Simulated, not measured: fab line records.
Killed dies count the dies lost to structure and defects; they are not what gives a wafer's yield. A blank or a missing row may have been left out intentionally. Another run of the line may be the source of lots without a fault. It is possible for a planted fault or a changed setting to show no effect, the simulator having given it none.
fab line records + flow berkeley-cmos170
[record]
- lots = 13
- wafers = 39
- last-day = 14
route steps=331 shown PSD@184 CONTACT@224 M1@246
lots that met no fault: from a run of the same line without faults
start-h: the number of hours between the record's first day and the start of the first shown wafer of the lot + wait-h: how many hours have passed since the lot's step before this one + " identical to the entry in the row above + L1.1+2: a row that stands for several wafers + - either no value or no given start + * or withheld: withheld + < > ~ a bound
route shown NAME@n: names a module that has steps shown in the file, with the first one's number in the route + usual: average and standard deviation across the fault-free wafers + same: alike in all rows + chamber/n: place in a boat + sites: per-site readings + _std_site: the values' standard deviation + _edge_site: the outer-site mean with the inner-site mean subtracted + radius-mm: how far each site lies from the wafer's centre + mask NAME#n: copy n + behind: the most recent tool/chamber to have shaped the wafer + hold: what put the lot on hold/how long, in hours/how the hold closed + device: whichever transistor did not switch (one of n, p or np) + end of line: the tests these same wafers got at the end of their route + a step given without rows: its recipe and nothing more + killed: dies lost to structure and defects at the first sort, not the wafer's yield + map: a wafer's dies, x killed, . not, _ none there
set.NAME: the setting the step ran with; set.NAME@STEP: the setting that earlier step ran with + model.NAME: the simulator's own value behind a step, which no gauge read
steps of the route over a sample of lots; a table a step, a row a wafer
services: when a tool's chamber went out of use (start-h, in hours from the record's first day, below 0 if earlier), for how many hours, and the reason
[[steps]]
[step UCB170_PSD_STRIP_09]
[recipe]
- chemistry = O2
- power-w = 400
- pressure-mtorr = 3500
- platen-temp-c = withheld
- o2-flow-sccm = 400
- overash-fraction = 0.5
[usual]
- drypump-motor-current-A = 5.6/0.51
- oes-product-au = 0.602/0.0043
- strip-time-to-endpoint-s = 29.66/0.07
| lot.wafer | tool            | chamber | start-h | wait-h | drypump-motor-current-A | oes-product-au | rf-hours-counter-h | strip-time-to-endpoint-s |
|-----------|-----------------|---------|---------|--------|-------------------------|----------------|--------------------|--------------------------|
| L210.2    | plasma-asher-04 | 0       | 167.29  | 0.1    | 4.9                     | 0.605          | 38                 | 29.71                    |
| L210.3    | "               | 0       | "       | "      | 4.9                     | 0.606          | -                  | 29.69                    |
| L210.5    | "               | 1       | "       | "      | 5.3                     | 0.605          | -                  | 29.67                    |
| L212.1    | plasma-asher-02 | 0       | 186.35  | 0.1    | 5.6                     | 0.600          | 47                 | 29.78                    |
| L212.4    | "               | 1       | "       | "      | 5.9                     | 0.600          | -                  | 29.73                    |
| L212.5    | "               | 1       | "       | "      | 5.9                     | 0.600          | -                  | 29.76                    |
| L213.1    | plasma-asher-04 | 0       | 186.47  | 0.1    | 4.9                     | 0.596          | 41                 | 29.71                    |
| L213.4    | "               | 1       | "       | "      | 5.3                     | 0.605          | -                  | 29.62                    |
| L213.5    | "               | 1       | "       | "      | 5.3                     | 0.599          | -                  | 29.55                    |
| L215.2    | plasma-asher-04 | 1       | 195.60  | 0.1    | 5.3                     | 0.599          | 42                 | 29.64                    |
| L215.4    | "               | 1       | "       | "      | 5.4                     | 0.594          | -                  | 29.70                    |
| L215.6    | "               | 0       | "       | "      | 4.9                     | 0.610          | -                  | 29.77                    |
| L214.1    | plasma-asher-01 | 1       | 195.84  | 0.1    | 6.0                     | 0.598          | 10                 | 29.70                    |
| L214.3    | "               | 0       | "       | "      | 6.3                     | 0.604          | -                  | 29.83                    |
| L214.4    | "               | 1       | "       | "      | 6.0                     | 0.597          | -                  | 29.79                    |
| L218.1    | plasma-asher-04 | 0       | 225.60  | 0.1    | 4.9                     | 0.602          | 44                 | 29.65                    |
| L218.2    | "               | 1       | "       | "      | 5.4                     | 0.595          | 44                 | 29.70                    |
| L218.5    | "               | 0       | "       | "      | 4.9                     | 0.602          | -                  | 29.60                    |
| L223.1    | plasma-asher-04 | 1       | 236.52  | 0.1    | 5.4                     | 0.606          | 45                 | 29.67                    |
| L223.4    | "               | 1       | "       | "      | 5.3                     | 0.601          | -                  | 29.63                    |
| L223.6    | "               | 0       | "       | "      | 4.9                     | 0.603          | -                  | 29.66                    |
| L226.1    | plasma-asher-04 | 0       | 251.93  | 0.1    | 4.9                     | 0.606          | 47                 | 29.71                    |
| L226.2    | "               | 1       | "       | "      | 5.3                     | 0.603          | 47                 | 29.73                    |
| L226.4    | "               | 0       | "       | "      | 4.9                     | 0.599          | -                  | 29.70                    |
| L224.2    | plasma-asher-02 | 1       | 252.02  | 0.1    | 6.0                     | 0.596          | 55                 | 29.63                    |
| L224.4    | "               | 1       | "       | "      | 5.9                     | 0.606          | -                  | 29.70                    |
| L224.6    | "               | 0       | "       | "      | 5.5                     | 0.604          | -                  | 29.74                    |
| L225.2    | plasma-asher-02 | 0       | 252.48  | 0.1    | 5.6                     | 0.605          | 55                 | 29.52                    |
| L225.3    | "               | 1       | "       | "      | 5.9                     | 0.608          | -                  | 29.50                    |
| L225.5    | "               | 0       | "       | "      | 5.6                     | 0.595          | -                  | 29.55                    |
| L231.3    | plasma-asher-01 | 0       | 283.87  | 0.1    | 6.3                     | 0.603          | -                  | 29.63                    |
| L231.4    | "               | 1       | "       | "      | 6.0                     | 0.602          | -                  | 29.64                    |
| L231.6    | "               | 0       | "       | "      | 6.3                     | 0.594          | -                  | 29.55                    |
| L229.2    | plasma-asher-01 | 1       | 284.39  | 0.1    | 6.0                     | 0.606          | 17                 | 29.69                    |
| L229.4    | "               | 1       | "       | "      | 6.0                     | 0.602          | -                  | 29.68                    |
| L229.6    | "               | 1       | "       | "      | 6.0                     | 0.612          | -                  | 29.73                    |
| L232.2    | plasma-asher-02 | 0       | 308.11  | 0.1    | 5.6                     | 0.599          | 61                 | 29.54                    |
| L232.4    | "               | 0       | "       | "      | 5.6                     | 0.598          | -                  | 29.60                    |
| L232.6    | "               | 1       | "       | "      | 5.9                     | 0.603          | -                  | 29.68                    |
[step UCB170_CONTACT_RTA_08]
[recipe]
- temp-c = 900
- time-s = 10
- ambient = N2
[usual]
- lamp-power-pct = 22.9/1.2
- wafer_temp_C_max = 903.0/0.75
| lot.wafer | tool          | chamber | start-h | wait-h | lamp-power-pct | wafer_temp_C_max |
|-----------|---------------|---------|---------|--------|----------------|------------------|
| L210.2    | rtp-anneal-01 | 0       | 178.00  | 0.0    | 21.7           | 902.6            |
| L210.3    | "             | 0       | "       | "      | 21.7           | 903.0            |
| L210.5    | "             | 0       | "       | "      | 21.7           | 902.1            |
| L212.1    | rtp-anneal-01 | 0       | 193.03  | 0.0    | 21.7           | 902.7            |
| L212.4    | "             | 0       | "       | "      | 21.8           | 902.7            |
| L212.5    | "             | 0       | "       | "      | 21.7           | 902.6            |
| L213.1    | rtp-anneal-02 | 0       | 193.79  | 0.0    | 24.1           | 903.2            |
| L213.4    | "             | 0       | "       | "      | 24.1           | 903.8            |
| L213.5    | "             | 0       | "       | "      | 24.1           | 903.9            |
| L215.2    | rtp-anneal-01 | 0       | 201.94  | 0.0    | 21.7           | 902.1            |
| L215.4    | "             | 0       | "       | "      | 21.7           | 902.7            |
| L215.6    | "             | 0       | "       | "      | 21.7           | 902.2            |
| L214.1    | rtp-anneal-02 | 0       | 202.47  | 0.0    | 24.1           | 903.5            |
| L214.3    | "             | 0       | "       | "      | 24.2           | 902.7            |
| L214.4    | "             | 0       | "       | "      | 24.1           | 904.6            |
| L218.1    | rtp-anneal-02 | 0       | 235.28  | 0.0    | 24.1           | 902.4            |
| L218.2    | "             | 0       | "       | "      | 24.1           | 903.8            |
| L218.5    | "             | 0       | "       | "      | 24.1           | 904.5            |
| L223.1    | rtp-anneal-02 | 0       | 246.63  | 0.0    | 24.1           | 903.8            |
| L223.4    | "             | 0       | "       | "      | 24.1           | 903.4            |
| L223.6    | "             | 0       | "       | "      | 24.1           | 902.7            |
| L226.1    | rtp-anneal-02 | 0       | 262.42  | 0.0    | 24.1           | 903.0            |
| L226.2    | "             | 0       | "       | "      | 24.1           | 904.0            |
| L226.4    | "             | 0       | "       | "      | 24.1           | 903.7            |
| L225.2    | rtp-anneal-01 | 0       | 262.43  | 0.0    | 21.7           | 901.7            |
| L225.3    | "             | 0       | "       | "      | 21.7           | 902.8            |
| L225.5    | "             | 0       | "       | "      | 21.7           | 902.1            |
| L224.2    | rtp-anneal-01 | 0       | 262.56  | 0.1    | 21.7           | 902.4            |
| L224.4    | "             | 0       | "       | "      | 21.7           | 902.3            |
| L224.6    | "             | 0       | "       | "      | 21.7           | 902.5            |
| L231.3    | rtp-anneal-01 | 0       | 290.55  | 0.0    | 21.7           | 903.0            |
| L231.4    | "             | 0       | "       | "      | 21.7           | 903.0            |
| L231.6    | "             | 0       | "       | "      | 21.7           | 902.5            |
| L229.2    | rtp-anneal-01 | 0       | 292.29  | 0.0    | 21.7           | 902.6            |
| L229.4    | "             | 0       | "       | "      | 21.7           | 902.3            |
| L229.6    | "             | 0       | "       | "      | 21.7           | 903.5            |
| L232.2    | rtp-anneal-01 | 0       | 317.83  | 0.0    | 21.7           | 903.0            |
| L232.4    | "             | 0       | "       | "      | 21.7           | 902.7            |
| L232.6    | "             | 0       | "       | "      | 21.7           | 902.2            |
[step UCB170_CONTACT_CD_MEAS_15]
[recipe]
- target-cd-nm = 700
[usual]
- cd-nm = 700.1/1.4
| lot.wafer | tool      | chamber | start-h | wait-h | cd-nm |
|-----------|-----------|---------|---------|--------|-------|
| L210.2    | cd-sem-01 | -       | 179.05  | -      | 698.9 |
| L210.3    | "         | -       | "       | "      | 698.9 |
| L210.5    | "         | -       | "       | "      | 700.0 |
| L212.1    | cd-sem-01 | -       | 193.94  | -      | 703.0 |
| L212.4    | "         | -       | "       | "      | 701.1 |
| L212.5    | "         | -       | "       | "      | 700.4 |
| L213.1    | cd-sem-01 | -       | 194.70  | -      | 698.1 |
| L213.4    | "         | -       | "       | "      | 698.3 |
| L213.5    | "         | -       | "       | "      | 698.9 |
| L215.2    | cd-sem-02 | -       | 202.85  | -      | 697.9 |
| L215.4    | "         | -       | "       | "      | 698.4 |
| L215.6    | "         | -       | "       | "      | 697.7 |
| L214.1    | cd-sem-01 | -       | 203.37  | -      | 699.7 |
| L214.3    | "         | -       | "       | "      | 699.8 |
| L214.4    | "         | -       | "       | "      | 700.2 |
| L218.1    | cd-sem-02 | -       | 236.52  | -      | 699.1 |
| L218.2    | "         | -       | "       | "      | 699.1 |
| L218.5    | "         | -       | "       | "      | 699.6 |
| L223.1    | cd-sem-02 | -       | 247.90  | -      | 700.8 |
| L223.4    | "         | -       | "       | "      | 701.2 |
| L223.6    | "         | -       | "       | "      | 701.3 |
| L225.2    | cd-sem-01 | -       | 263.47  | -      | 701.5 |
| L225.3    | "         | -       | "       | "      | 702.1 |
| L225.5    | "         | -       | "       | "      | 700.7 |
| L226.1    | cd-sem-01 | -       | 263.86  | -      | 700.8 |
| L226.2    | "         | -       | "       | "      | 699.4 |
| L226.4    | "         | -       | "       | "      | 700.2 |
| L224.2    | cd-sem-01 | -       | 264.24  | -      | 698.7 |
| L224.4    | "         | -       | "       | "      | 698.8 |
| L224.6    | "         | -       | "       | "      | 699.0 |
| L231.3    | cd-sem-02 | -       | 291.60  | -      | 702.1 |
| L231.4    | "         | -       | "       | "      | 702.6 |
| L231.6    | "         | -       | "       | "      | 701.9 |
| L229.2    | cd-sem-01 | -       | 293.48  | -      | 698.7 |
| L229.4    | "         | -       | "       | "      | 700.2 |
| L229.6    | "         | -       | "       | "      | 699.5 |
| L232.2    | cd-sem-01 | -       | 318.90  | -      | 700.7 |
| L232.4    | "         | -       | "       | "      | 700.9 |
| L232.6    | "         | -       | "       | "      | 700.6 |
[step UCB170_M1_DEVELOP_08]
[recipe]
- developer = TMAH
- develop-time-s = 45
- resist = KrF
- dev-temp-c = 21
[usual]
- chill-plate-temp-C = 22.99/0.11
- develop-time-s = 45/0
- developer-temp-C = 21.01/0.11
| lot.wafer | tool           | chamber | start-h | wait-h | chill-plate-temp-C | develop-time-s | developer-temp-C |
|-----------|----------------|---------|---------|--------|--------------------|----------------|------------------|
| L210.2    | litho-track-04 | 0       | 180     | -      | 23.00              | 45             | 21.05            |
| L210.3    | "              | 0       | "       | "      | 23.04              | 45             | 20.89            |
| L210.5    | "              | 0       | "       | "      | 23.05              | 45             | 21.14            |
| L212.1    | litho-track-04 | 0       | 195     | -      | 22.93              | 45             | 20.99            |
| L212.4    | "              | 0       | "       | "      | 22.84              | 45             | 21.15            |
| L212.5    | "              | 0       | "       | "      | 22.85              | 45             | 21.04            |
| L213.1    | litho-track-03 | 0       | 196     | -      | 22.94              | 45             | 20.96            |
| L213.4    | "              | 0       | "       | "      | 23.02              | 45             | 20.85            |
| L213.5    | "              | 0       | "       | "      | 22.90              | 45             | 20.89            |
| L215.2    | litho-track-04 | 0       | 205     | -      | 23.16              | 45             | 20.92            |
| L215.4    | "              | 0       | "       | "      | 23.06              | 45             | 21.02            |
| L215.6    | "              | 0       | "       | "      | 23.23              | 45             | 21.05            |
| L214.1    | litho-track-03 | 0       | 205     | -      | 22.84              | 45             | 21.08            |
| L214.3    | "              | 0       | "       | "      | 22.88              | 45             | 20.98            |
| L214.4    | "              | 0       | "       | "      | 22.96              | 45             | 20.97            |
| L218.1    | litho-track-04 | 0       | 238     | -      | 22.88              | 45             | 21.08            |
| L218.2    | "              | 0       | "       | "      | 23.01              | 45             | 20.93            |
| L218.5    | "              | 0       | "       | "      | 22.93              | 45             | 21.07            |
| L223.1    | litho-track-03 | -       | 249     | -      | -                  | -              | -                |
| L223.4    | "              | -       | "       | "      | -                  | -              | -                |
| L223.6    | "              | -       | "       | "      | -                  | -              | -                |
| L225.2    | litho-track-02 | 0       | 265     | -      | 22.93              | 45             | 21.03            |
| L225.3    | "              | 0       | "       | "      | 22.98              | 45             | 21.14            |
| L225.5    | "              | 0       | "       | "      | 22.79              | 45             | 21.27            |
| L226.1    | litho-track-04 | 0       | 266     | -      | 22.96              | 45             | 20.91            |
| L226.2    | "              | 0       | "       | "      | 23.11              | 45             | 21.06            |
| L226.4    | "              | 0       | "       | "      | 22.99              | 45             | 21.02            |
| L224.2    | litho-track-02 | 0       | 266     | -      | 23.09              | 45             | 20.94            |
| L224.4    | "              | 0       | "       | "      | 23.07              | 45             | 21.01            |
| L224.6    | "              | 0       | "       | "      | 23.10              | 45             | 21.05            |
| L231.3    | litho-track-04 | 0       | 293     | -      | 23.20              | 45             | 21.08            |
| L231.4    | "              | 0       | "       | "      | 22.99              | 45             | 20.95            |
| L231.6    | "              | 0       | "       | "      | 23.13              | 45             | 20.90            |
| L229.2    | litho-track-02 | 0       | 296     | -      | 22.86              | 45             | 20.97            |
| L229.4    | "              | 0       | "       | "      | 22.92              | 45             | 21.02            |
| L229.6    | "              | 0       | "       | "      | 22.86              | 45             | 21.12            |
| L232.2    | litho-track-03 | 0       | 321     | -      | 23.21              | 45             | 20.88            |
| L232.4    | "              | 0       | "       | "      | 22.99              | 45             | 20.86            |
| L232.6    | "              | 0       | "       | "      | 22.90              | 45             | 21.00            |
[[services]]
| tool            | chamber | start-h | hours | kind   |
|-----------------|---------|---------|-------|--------|
| rtp-anneal-01   | -       | 158.30  | 1.0   | pm     |
| rtp-anneal-01   | -       | 193.27  | 4.0   | repair |
| plasma-asher-04 | -       | 212.68  | 9.1   | repair |
| plasma-asher-04 | -       | 249.59  | 1.6   | repair |
| plasma-asher-01 | -       | 253.85  | 22.7  | repair |
| plasma-asher-02 | -       | 282.34  | 2.1   | repair |
[[key]]
[first-sign]
- step = UCB170_M1_DEVELOP_08
- reading = tool-record
- direction = missing
effect none on later readings
met-at UCB170_M1_DEVELOP_08
struck-lots L223
later-rows-left-out L223.1,L223.4,L223.6
sort-left-out L223.1,L223.4,L223.6
not-acting-at UCB170_PSD_STRIP_09,UCB170_CONTACT_RTA_08,UCB170_CONTACT_CD_MEAS_15
onset-between 205 249
[fault]
- kind = skipped-step-whole
- tool = litho-track-02,litho-track-03
- chamber = -
- onset-h = 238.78
- steps = UCB170_M1_DEVELOP_08
- scope = struck-lots-only
// sort-left-out: the simulated sort isn't trusted on such a fault, so these wafers' sort isn't shown, and their yield isn't known
// later-rows-left-out: the simulator's readings of these wafers behind a module that went badly wrong aren't trusted and aren't shown, but for the sort
